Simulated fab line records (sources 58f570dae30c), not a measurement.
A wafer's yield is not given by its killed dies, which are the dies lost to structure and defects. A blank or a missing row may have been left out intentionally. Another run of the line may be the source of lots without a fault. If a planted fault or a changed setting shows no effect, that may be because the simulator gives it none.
The same fault as seen by 2 desks | flow berkeley-cmos170 | what lay behind the numbers comes last; until then each desk has only its own

## AT THE TOOL OWNER'S DESK: pvd-sputter-02
The tool's own readings at UCB170_M3_SPUTTER_01 (material Al, target thk 900 nm, time 120 s): means of the sampled wafers that have a number, for each lot that ran on this tool. Any lot whose mean is over 4 standard deviations away from the usual mean is out of limits and marked OUT; that distance is given in the brackets.
Columns: A = throttle-valve-pct at UCB170_M3_SPUTTER_01, usual 30.9 %
lot  | first seen here | A
L872 | day 8 12:46     | 31.0
L875 | day 9 11:28     | 31.3
L878 | day 9 20:13     | 30.7
L885 | day 11 14:25    | 31.2
Finding of this desk: none of the 4 lots has anything out of limits.

## METROLOGY DESK
What the gauges read, lot by lot, whatever tool the lot ran on: means of the sampled wafers that have a number. Any lot whose mean is over 4 standard deviations away from the usual mean is out of limits and marked OUT; that distance is given in the brackets.
Columns: A = M2_OVL at UCB170_M2_OVL_MEAS_16, usual 3 nm; B = M3_AL_RS at UCB170_M3_RS_MEAS_02, usual 0.0323 ohm/sq; C = M3_AL_THK at UCB170_M3_THK_MEAS_03, usual 920 nm; D = M3_OVL at UCB170_M3_OVL_MEAS_16, usual -2 nm
lot  | first seen here | A  | B      | C   | D
L869 | day 7 10:02     | -1 | 0.0319 | 920 | -0
L870 | day 8 05:03     | -4 | 0.0322 | 923 | -6
L872 | day 8 09:56     | 0  | 0.0323 | 923 | -7
L871 | day 8 10:33     | 4  | 0.0320 | 927 | 0
L873 | day 8 13:43     | 9  | 0.0322 | 922 | 1
L875 | day 9 08:01     | -1 | 0.0331 | 898 | 1
L878 | day 9 17:11     | 6  | 0.0328 | 899 | -0
L881 | day 10 10:31    | 9  | 0.0324 | 927 | 2
L885 | day 11 10:55    | 3  | 0.0312 | 956 | -4
L886 | day 11 11:33    | 1  | 0.0320 | 935 | 6
L888 | day 11 20:28    | 4  | 0.0325 | 919 | -2
L891 | day 12 03:05    | 1  | 0.0325 | 913 | -5
L890 | day 12 03:08    | 3  | 0.0320 | 933 | -5
Finding of this desk: none of the 13 lots has anything out of limits.

## BROUGHT TOGETHER
The tool owner's desk saw nothing out of limits.
The metrology desk saw nothing out of limits.

## WHAT WAS PUT IN BY THE SIMULATOR
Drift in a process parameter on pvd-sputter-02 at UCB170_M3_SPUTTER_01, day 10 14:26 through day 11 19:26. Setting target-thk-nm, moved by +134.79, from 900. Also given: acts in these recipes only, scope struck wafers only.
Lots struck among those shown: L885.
